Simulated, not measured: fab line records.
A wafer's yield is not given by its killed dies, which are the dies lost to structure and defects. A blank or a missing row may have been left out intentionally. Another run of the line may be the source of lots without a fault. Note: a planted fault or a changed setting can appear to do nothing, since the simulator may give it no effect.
Check of tool commonality	flow rit-cmos	Sample size 15 lots and 45 wafers

WHAT PROMPTED THE OPENING
Of 15 lots, 3 have the reading PWELL_TW flagged at RIT_PWELL_TW_MEAS_10. No-fault wafers: 939, standard deviation 6.3.
Rule: flag the lot when none of its wafers has a number, or when each of its wafers that has one lies beyond 4 standard deviations from that mean. All remaining lots are regarded as sound.

lot	measured	on	PWELL_TW, wafer by wafer	flag
L475	day 2 09:53	film-metro-01	942 942 941	
L478	day 3 00:34	film-metro-04	2159 2150 2179	FLAGGED
L479	day 3 06:03	film-metro-04	2169 2162 2154	FLAGGED
L480	day 3 11:13	film-metro-03	2155 2145 2162	FLAGGED
L484	day 4 07:19	film-metro-04	935 937 946	
L485	day 4 11:08	film-metro-01	943 941 940	
L486	day 4 17:34	film-metro-04	940 937 936	
L487	day 4 21:13	film-metro-03	943 935 937	
L489	day 5 09:08	film-metro-01	948 945 949	
L490	day 5 13:19	film-metro-01	945 944 948	
L491	day 5 17:50	film-metro-04	932 936 936	
L493	day 6 04:54	film-metro-01	940 945 938	
L494	day 6 07:50	film-metro-04	934 932 931	
L495	day 6 15:22	film-metro-03	932 935 933	
L496	day 6 17:58	film-metro-01	943 941 940	
Averaged over the flagged lots the numbers come to 2159, +1220 from the usual (+99 or more standard deviations).

WHICH TOOL RAN EACH LOT
The record keeps 1 process step preceding the reading, out of 202 steps on the route. Read each cell as the tool, then ch plus the chambers that the sampled wafers visited, then the start.
lot	flag	RIT_NWELL_COAT_01
L475		litho-track-01 ch 0, day 2 06:58
L478	FLAGGED	litho-track-02, day 2 21:41
L479	FLAGGED	litho-track-02, day 3 03:04
L480	FLAGGED	litho-track-01, day 3 08:13
L484		litho-track-01 ch 0, day 4 04:05
L485		litho-track-01 ch 0, day 4 07:58
L486		litho-track-02 ch 0, day 4 14:38
L487		litho-track-01 ch 0, day 4 18:18
L489		litho-track-02 ch 0, day 5 06:08
L490		litho-track-02 ch 0, day 5 10:19
L491		litho-track-04 ch 0, day 5 14:56
L493		litho-track-04 ch 0, day 6 01:54
L494		litho-track-01 ch 0, day 6 04:52
L495		litho-track-01 ch 0, day 6 12:08
L496		litho-track-01 ch 0, day 6 14:53
What these steps do:
- RIT_NWELL_COAT_01: resist thk 1321 nm.
- RIT_PWELL_TW_MEAS_10

FLAGGED AGAINST TOTAL, ONE TOOL AT A TIME (gauges that did the reading follow at the end)
step	tool	lots run	flagged	share of the flagged lots	sound lots run after its first flagged lot
RIT_NWELL_COAT_01	litho-track-01	8	1	some	6 (L484,L485,L487,L494,L495,L496)
RIT_NWELL_COAT_01	litho-track-02	5	2	some	3 (L486,L489,L490)
RIT_NWELL_COAT_01	litho-track-04	2	0	none	-
RIT_PWELL_TW_MEAS_10	film-metro-01	6	0	none	-
RIT_PWELL_TW_MEAS_10	film-metro-03	3	1	some	2 (L487,L495)
RIT_PWELL_TW_MEAS_10	film-metro-04	6	2	some	4 (L484,L486,L491,L494)

WHAT IS ALLOWED BY THE TABLE
No row of the table ran every flagged lot.

WHAT THE SIMULATOR PUT IN
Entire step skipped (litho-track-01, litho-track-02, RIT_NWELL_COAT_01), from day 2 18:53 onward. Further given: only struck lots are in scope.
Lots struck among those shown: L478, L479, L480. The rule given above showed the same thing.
